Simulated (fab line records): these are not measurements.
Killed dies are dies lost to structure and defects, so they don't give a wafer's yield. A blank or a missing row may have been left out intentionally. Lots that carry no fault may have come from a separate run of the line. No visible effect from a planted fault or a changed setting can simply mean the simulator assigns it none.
Which tool did it? + flow ritCmos + 6 lots, 18 wafers sampled, at 2 steps of a route of 202

== WHAT EACH GAUGE READ, for each wafer ==
RIT_CONTACT_THK_MEAS_01.
| lot  | measured    | on           | CONTACT_TEOS_THK (nm) |
|------|-------------|--------------|-----------------------|
| L137 | day 3 10:10 | filmMetro-04 | 398 406 407           |
| L139 | day 3 20:07 | filmMetro-04 | 405 406 404           |
| L141 | day 4 04:47 | filmMetro-04 | 397 404 400           |
| L143 | day 4 12:52 | filmMetro-01 | 396 404 403           |
| L150 | day 6 00:59 | filmMetro-04 | 391 405 406           |
| L156 | day 7 07:21 | filmMetro-04 | 397 398 399           |

== WHICH TOOL RAN EACH LOT (tool, then ch and the chambers of the sampled wafers, then the start) ==
| lot  | RIT_CONTACT_CVD_00             |
|------|--------------------------------|
| L137 | pecvd-02 ch 0,1, day 3 10:06   |
| L139 | pecvd-01 ch 0,1, day 3 20:03   |
| L141 | pecvd-04 ch 0,1,2, day 4 04:44 |
| L143 | pecvd-02 ch 1,2, day 4 12:49   |
| L150 | pecvd-04 ch 0,1, day 6 00:56   |
| L156 | pecvd-01 ch 0,1,2, day 7 07:18 |
- RIT_CONTACT_CVD_00: deposits SiO2 from TEOS, target thk 400 nm, time 61 s.

== THE ANSWER, worked out from the rows above alone ==
Rule: usual is defined by the lots themselves. The widest of any qualifying gaps counts: lots, ordered by their means at a reading, are off when they make up no more than a third of the lots, leave a main group of 4 or more, and stand apart from it by 3 or more times the standard deviation of that group's means. Not used: any main group whose means are identical at the precision the tables above print for the reading. A lot without any number at a reading at which 4 lots or more have one is off too. All remaining lots with rows at the step are treated as sound.
No lot is off at any reading shown: from this, nothing can be told.

== WHAT THE SIMULATOR PUT IN ==
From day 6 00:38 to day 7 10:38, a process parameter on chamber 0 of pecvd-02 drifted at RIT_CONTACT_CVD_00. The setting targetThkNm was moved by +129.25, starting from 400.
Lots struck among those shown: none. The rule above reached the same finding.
